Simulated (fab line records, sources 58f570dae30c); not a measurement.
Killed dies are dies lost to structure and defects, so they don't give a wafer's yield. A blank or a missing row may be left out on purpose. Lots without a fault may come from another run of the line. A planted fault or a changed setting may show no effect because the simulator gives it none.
Split-lot experiment | flow berkeley_cmos170 | 5 lots, 23 wafers read, on a route of 331 steps

THE SPLIT
At UCB170_M2_SPUTTER_01 (material Al, target thk 900 nm, time 120 s), the setting time_s was moved away from the recipe's 120 s on 5 of the 23 wafers read, by -5.5% to +5.8%. The other wafers ran this setting at the recipe's value.

FROM THE SPLIT TO THE READING: what the file shows between them, 1 step
- UCB170_M2_RS_MEAS_02: measures by four-point-probe

THE READING
M2_AL_THK, in nm, at UCB170_M2_THK_MEAS_03 (measures by xrf). Fault-free wafers of this fab line usually give 869 nm, standard deviation 9.9 nm.

wafer  | tool, chamber at the split | time_s as run, s | against the recipe | M2_AL_THK, nm | against lot-mates on the recipe
L075.1 | pvd_sputter-01, -          | 120              | recipe             | 874           | -
L075.2 | pvd_sputter-01, -          | 120              | recipe             | 866           | -
L075.3 | pvd_sputter-01, -          | 120              | recipe             | 862           | -
L075.5 | pvd_sputter-01, -          | 120              | recipe             | 863           | -
L075.6 | pvd_sputter-01, -          | 120              | recipe             | 868           | -
L076.1 | pvd_sputter-01, -          | 120              | recipe             | 874           | -
L076.2 | pvd_sputter-01, -          | 120              | recipe             | 891           | -
L076.3 | pvd_sputter-01, -          | 120              | recipe             | 879           | -
L076.4 | pvd_sputter-01, -          | 120              | recipe             | 884           | -
L076.5 | pvd_sputter-01, -          | 120              | recipe             | 887           | -
L080.1 | pvd_sputter-03, -          | 120              | recipe             | 854           | -
L080.3 | pvd_sputter-03, -          | 120              | recipe             | 864           | -
L080.5 | pvd_sputter-03, -          | 120              | recipe             | 866           | -
L081.2 | pvd_sputter-01, -          | 113.4            | -5.5%              | 811           | -53
L081.3 | pvd_sputter-01, -          | 120              | recipe             | 869           | -
L081.4 | pvd_sputter-01, -          | 113.4            | -5.5%              | 833           | -31
L081.5 | pvd_sputter-01, -          | 120              | recipe             | 859           | -
L081.6 | pvd_sputter-01, -          | 113.4            | -5.5%              | 832           | -32
L082.1 | pvd_sputter-02, -          | 126.9            | +5.8%              | 935           | +59
L082.2 | pvd_sputter-02, -          | 120              | recipe             | 869           | -
L082.3 | pvd_sputter-02, -          | 120              | recipe             | 880           | -
L082.4 | pvd_sputter-02, -          | 126.9            | +5.8%              | 936           | +60
L082.5 | pvd_sputter-02, -          | 120              | recipe             | 879           | -

THE FIT
A straight line over all 23 wafers: M2_AL_THK changes by +9.6 nm for each +1% of time_s; r = +0.93; the points scatter about the line by 10 nm.
The same after taking each lot's own level away (the mean of its wafers on the recipe; 23 wafers): +8.49 nm for each +1%; r = +0.95; scatter 7.3 nm.
On that fit, the largest move of time_s shifts the reading by 49 nm.
The lots' own levels span 861.3 to 883.0 nm, that is 2.2 times the standard deviation above.
So the lot-to-lot level changes the slope: the two fits differ.
Check: with one of the wafers moved furthest among these (+5.8%) left out of the fit, the line predicts +47.7 nm for it against its lot-mates. It came out at +59 nm against them.

OTHER SPLITS ON THESE WAFERS
These wafers also went through other splits before the reading. Each is held against what the fit with the lots' levels taken away leaves over:
other split on the same wafers   | wafers away from the commonest value | r with M2_AL_THK (lot level and that fit taken away)
UCB170_CONTACT_PEB_13 peb_temp_c | 8                                    | -0.09
UCB170_M1_SPUTTER_00 power_w     | 7                                    | -0.27

THE WHOLE CHAIN: every reading that the file lists as answering this split, in the file's order
step                  | what it does                               | reading                                                                     | change (the file's fit)               | r (the file's)
UCB170_M2_SPUTTER_01  | material Al, target thk 900 nm, time 120 s | Al_of_M2_SPUTTER_01.thk_nm (the simulator's own value, which no gauge read) | +8.32 nm for each +1% of the setting  | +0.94
UCB170_M2_RS_MEAS_02  | measures by four-point-probe               | M2_AL_RS                                                                    | -0.000303 for each +1% of the setting | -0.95
UCB170_M2_THK_MEAS_03 | measures by xrf                            | M2_AL_THK                                                                   | +8.72 for each +1% of the setting     | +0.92

THE FILE'S OWN FIT
M2_AL_THK changes by +8.72 nm for each +1% of time_s, r = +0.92.
